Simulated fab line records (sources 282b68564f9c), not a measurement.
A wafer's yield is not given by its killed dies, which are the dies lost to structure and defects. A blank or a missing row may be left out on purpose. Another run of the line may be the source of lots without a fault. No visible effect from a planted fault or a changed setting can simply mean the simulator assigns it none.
Struck lot and sound lot, side by side :: flow rit_cmos :: 28 out of 202 route steps
Sound: these wafers, L723.2, L723.5, L723.6. Wafers L732.1, L732.3, L732.4 were the ones struck. At the end, the cause is stated.
For every step that has rows: the tool of each side, followed by ch and its chambers, followed by its first start. Under that, the readings that differ: sound wafers :: struck wafers :: difference of the means :: sigmas: that difference in standard deviations of wafers without a fault.
alike: a reading whose means differ by less than 2 such deviations, as well as words and numbers matching on both sides. not compared: withheld readings; readings where some wafer has no value; bounds like >300 that might hide an equal value; numbers whose values overlap and for which the record gives no deviation.
Wherever a step has rows on one side only, a row that says differs or no value, or a row with sigmas, the two part there. Non-overlapping numbers with no deviation appear without sigmas and do not part them. A reading missing from all wafers of one side parts the sides only when that side holds two or more wafers.

RIT_ACTIVE_BOW_MEAS_00:
  sound on film_metro-02 at day 1 15:01; struck on film_metro-03 at day 3 12:00
  alike: INCOMING_BOW
RIT_ACTIVE_OXIDATION_01: target thk 46.8 nm, ox time 3360 s.
  sound on furnace-03 ch 0, day 1 15:35; struck on furnace-04 ch 0, day 3 15:18
reading: spike_tc_source_C (C)
sound: 1020.8 1019.4 1020.7
struck: 1017.0 1017.0 1014.4
difference: -4.2
sigmas: -2

reading: model.SiO2_of_ACTIVE_OXIDATION_01.thk_nm (nm)
sound: 42.58 42.56 42.46
struck: 50.46 49.32 50.47
difference: +7.55
sigmas: 
  alike: ox_temp_c
RIT_ACTIVE_THK_MEAS_02:
  sound on film_metro-02 at day 1 17:31; struck on film_metro-01 at day 3 17:14
reading: ACTIVE_OXIDE_THK (nm)
sound: 42.6 42.6 42.5
struck: 50.4 49.3 50.5
difference: +7.5
sigmas: +10
then, 1 step without rows for these wafers: RIT_ACTIVE_CVD_03 (deposits Si3N4 from SiH2Cl2/NH3, target thk 150 nm, time 1500 s).
RIT_ACTIVE_THK_MEAS_04:
  sound on film_metro-02 at day 1 21:01; struck on film_metro-02 at day 3 19:25
  alike: ACTIVE_NITRIDE_THK
then, 6 steps without rows for these wafers: RIT_ACTIVE_HMDS_05 (prime time 60 s); RIT_ACTIVE_COAT_06 (resist thk 1000 nm); RIT_ACTIVE_SOFTBAKE_07 (time 60 s); RIT_ACTIVE_EXPOSE_08 (exposes mask M1, target cd 1400 nm); RIT_ACTIVE_PEB_09; RIT_ACTIVE_DEVELOP_10 (develop time 50 s).
RIT_ACTIVE_CD_MEAS_11 targets a cd of 1400 nm.
  sound on cd_sem-01 at day 1 22:19; struck on cd_sem-02 at day 3 20:28
reading: cd_nm (nm)
sound: 1398.3 1397.7 1396.7
struck: 1401.7 1403.6 1401.0
difference: +4.5
sigmas: +2
then, 1 step without rows for these wafers: RIT_ACTIVE_HARDBAKE_12 (time 60 s).
RIT_ACTIVE_ETCH_13: etches Si3N4 in SF6, stops on SiO2, time 210 s, target depth 210 nm.
  sound on rie_diel-02 ch 0,1, day 1 22:47; struck on rie_diel-04 ch 0,1,3, day 3 20:44
  alike: drypump_motor_current_A, oes_product_au, throttle_valve_pct
  not compared: rf_hours_counter_h
RIT_ACTIVE_STRIP_14: strips in O2, time 180 s.
  sound on plasma_asher-02 ch 0,1, day 1 22:55; struck on plasma_asher-01 ch 0,1, day 3 20:52
  alike: drypump_motor_current_A, rf_refl_power_W
  not compared: rf_hours_counter_h
RIT_ACTIVE_CD_MEAS_90 targets a cd of 1400 nm.
  sound on cd_sem-02 at day 1 23:07; struck on cd_sem-02 at day 3 21:02
  alike: cd_nm
then, 4 steps without rows for these wafers: RIT_ACTIVE_CLEAN_15 (cleans in SC1, time 600 s); RIT_ACTIVE_CLEAN_16 (cleans in dHF, time 30 s); RIT_ACTIVE_CLEAN_17 (cleans in SC2, time 600 s); RIT_FOX1_OXIDATION_00 (target thk 350.7 nm, ox time 1130 s).
RIT_FOX1_THK_MEAS_01:
  sound on film_metro-03 at day 2 01:30; struck on film_metro-02 at day 3 22:51
  alike: FOX1_OXIDE_THK
then, 2 steps without rows for these wafers: RIT_FOX1_WET_ETCH_02 (etches SiO2 in BOE, target depth 350 nm, time 390 s); RIT_FOX2_OXIDATION_00 (target thk 350.7 nm, ox time 1130 s).
RIT_FOX2_THK_MEAS_01:
  sound on film_metro-03 at day 2 04:23; struck on film_metro-04 at day 4 02:16
  alike: FOX2_OXIDE_THK
then, 1 step without rows for these wafers: RIT_FOX2_CLEAN_02 (cleans in dHF, time 180 s).
RIT_FOX2_WET_ETCH_03: etches Si3N4 in H3PO4, target depth 195 nm, time 2700 s.
  sound on wet_bench-02 ch 3, day 2 04:29; struck on wet_bench-01 ch 3, day 4 02:23
reading: model.SiO2_of_ACTIVE_OXIDATION_01.thk_nm (nm)
sound: 37.18 37.78 37.08
struck: 44.93 43.31 44.95
difference: +7.05
sigmas: 
  alike: temp_c
RIT_FOX2_THK_MEAS_90:
  sound on film_metro-04 at day 2 05:15; struck on film_metro-04 at day 4 03:08
  alike: FIELD_OXIDE_LEFT_1_THK
RIT_M1_PROBE_99:
  sound on prober-01 at day 4 02:06; struck on prober-01 at day 5 22:14
  alike: killed_at_contacts, killed_at_front_end, killed_dies, killed_open, killed_short

== WHERE THEY PART ==
At RIT_ACTIVE_OXIDATION_01 first; at RIT_ACTIVE_CD_MEAS_11 last (within this record only). Later steps at which nothing parts them and some readings are alike: RIT_ACTIVE_ETCH_13, RIT_ACTIVE_STRIP_14, RIT_ACTIVE_CD_MEAS_90, RIT_FOX1_THK_MEAS_01, RIT_FOX2_THK_MEAS_01, RIT_FOX2_WET_ETCH_03, RIT_FOX2_THK_MEAS_90, RIT_M1_PROBE_99.

WHY: the cause the simulator had injected
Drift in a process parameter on furnace-04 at RIT_ACTIVE_OXIDATION_01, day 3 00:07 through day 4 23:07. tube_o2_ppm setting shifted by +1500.
